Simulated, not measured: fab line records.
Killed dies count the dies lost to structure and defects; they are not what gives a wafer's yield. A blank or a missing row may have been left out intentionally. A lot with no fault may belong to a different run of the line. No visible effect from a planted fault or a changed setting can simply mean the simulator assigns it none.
Comparing a struck lot with a sound one | flow berkeley_cmos170 | 15 out of 331 route steps
Sound: wafers L425.1, L425.4, L425.5. The struck wafers were L423.1, L423.2, L423.6. Last of all comes the cause.
For every step that has rows: the tool of each side, followed by ch and its chambers, followed by its first start. Under that, the readings that differ: sound wafers | struck wafers | difference of the means | sigmas: that difference in standard deviations of wafers without a fault.
alike: a reading whose means differ by less than 2 such deviations, as well as words and numbers matching on both sides. not compared: withheld readings; readings where some wafer has no value; bounds like >300 that might hide an equal value; numbers whose values overlap and for which the record gives no deviation.
A row with sigmas, a row that says differs or no value, or rows on one side alone: a step with any of these is where the two part. Non-overlapping numbers with no deviation appear without sigmas and do not part them. Lack of a reading on every wafer of one side parts them only where that side has two or more wafers.

first, 4 steps without rows for these wafers: UCB170_M2_SOFTBAKE_11 (time 60 s); UCB170_M2_EXPOSE_12 (exposes mask METAL2, target cd 700 nm); UCB170_M2_PEB_13; UCB170_M2_DEVELOP_14 (develop time 45 s).
UCB170_M2_CD_MEAS_15 targets a cd of 700 nm.
  sound on cd_sem-01, day 11 05:01; struck on cd_sem-01, day 10 12:01
  alike: cd_nm
UCB170_M2_OVL_MEAS_16:
  sound on overlay-02, day 11 05:08; struck on overlay-01, day 10 12:08
  alike: M2_OVL
UCB170_M2_ETCH_17: etches BARC in N2/H2.
  sound on rie_diel-02 ch 1,2, day 11 05:10; struck on rie_diel-02 ch 0,1,2, day 10 12:10
  alike: chamber_pressure_mTorr, drypump_motor_current_A, oes_product_au, throttle_valve_pct
UCB170_M2_METAL_ETCH_18: etches Al in Cl2/BCl3, stops on SiO2, target depth 1170 nm, time 195 s.
  sound on rie_metal-01 ch 0,1, day 11 05:13; struck on rie_metal-02 ch 0,1, day 10 12:13
  reading                | sound             | struck            | difference | sigmas
  throttle_valve_pct (%) | 24.37 24.24 24.24 | 24.61 24.61 24.62 | +0.33      | +2
  alike: chamber_pressure_mTorr, drypump_motor_current_A, oes_product_au
  not compared: rf_hours_counter_h
UCB170_M2_STRIP_19: strips in O2.
  sound on plasma_asher-02 ch 0,1, day 11 05:24; struck on plasma_asher-04 ch 0,1, day 10 12:24
  alike: chamber_pressure_mTorr, drypump_motor_current_A, oes_product_au
  not compared: rf_hours_counter_h
UCB170_M2_CD_MEAS_90 targets a cd of 700 nm.
  sound on cd_sem-01, day 11 05:37; struck on cd_sem-01, day 10 12:30
  alike: cd_nm
UCB170_V2_CVD_00: deposits SiO2 from TEOS/O2, target thk 2000 nm, time 250 s.
  sound on pecvd-02 ch 0,1, day 11 05:44; struck on pecvd-04 ch 0,1,2, day 10 12:37
  alike: heater_power_w
UCB170_V2_THK_MEAS_01:
  sound on film_metro-01, day 11 05:54; struck on film_metro-01, day 10 12:47
  alike: V2_TEOS_THK
UCB170_V2_CMP_02: polishes SiO2.
  sound on cmp-01 ch 1,2, day 11 05:58; struck on cmp-02 ch 1,3, day 10 12:53
  no value came back on the struck wafers for edge_zone_pressure_frac, head_pressure_psi (psi), motor_current_A (A); on the sound wafers edge_zone_pressure_frac reads 1.002 1.004 0.990
  reading                             | sound           | struck         | difference | sigmas
  model.SiO2_of_V2_CVD_00.thk_nm (nm) | 999 999.6 999.2 | 1994 2016 2029 | +1014      |
UCB170_V2_BOW_MEAS_03:
  sound on film_metro-03, day 11 06:16; struck on film_metro-01, day 10 13:33
  reading     | sound    | struck | difference                    | sigmas
  V2_BOW (um) | 34 35 23 | - - -  | no value on the struck wafers |
  not compared: hold
UCB170_M3_PROBE_99:
  rows exist in the record for the sound wafers here (prober-01, day 11 12:16), none for the struck ones

WHERE THEY PART
Last at UCB170_M3_PROBE_99 as far as this record goes, first at UCB170_M2_METAL_ETCH_18.

WHY: what the simulator had put in
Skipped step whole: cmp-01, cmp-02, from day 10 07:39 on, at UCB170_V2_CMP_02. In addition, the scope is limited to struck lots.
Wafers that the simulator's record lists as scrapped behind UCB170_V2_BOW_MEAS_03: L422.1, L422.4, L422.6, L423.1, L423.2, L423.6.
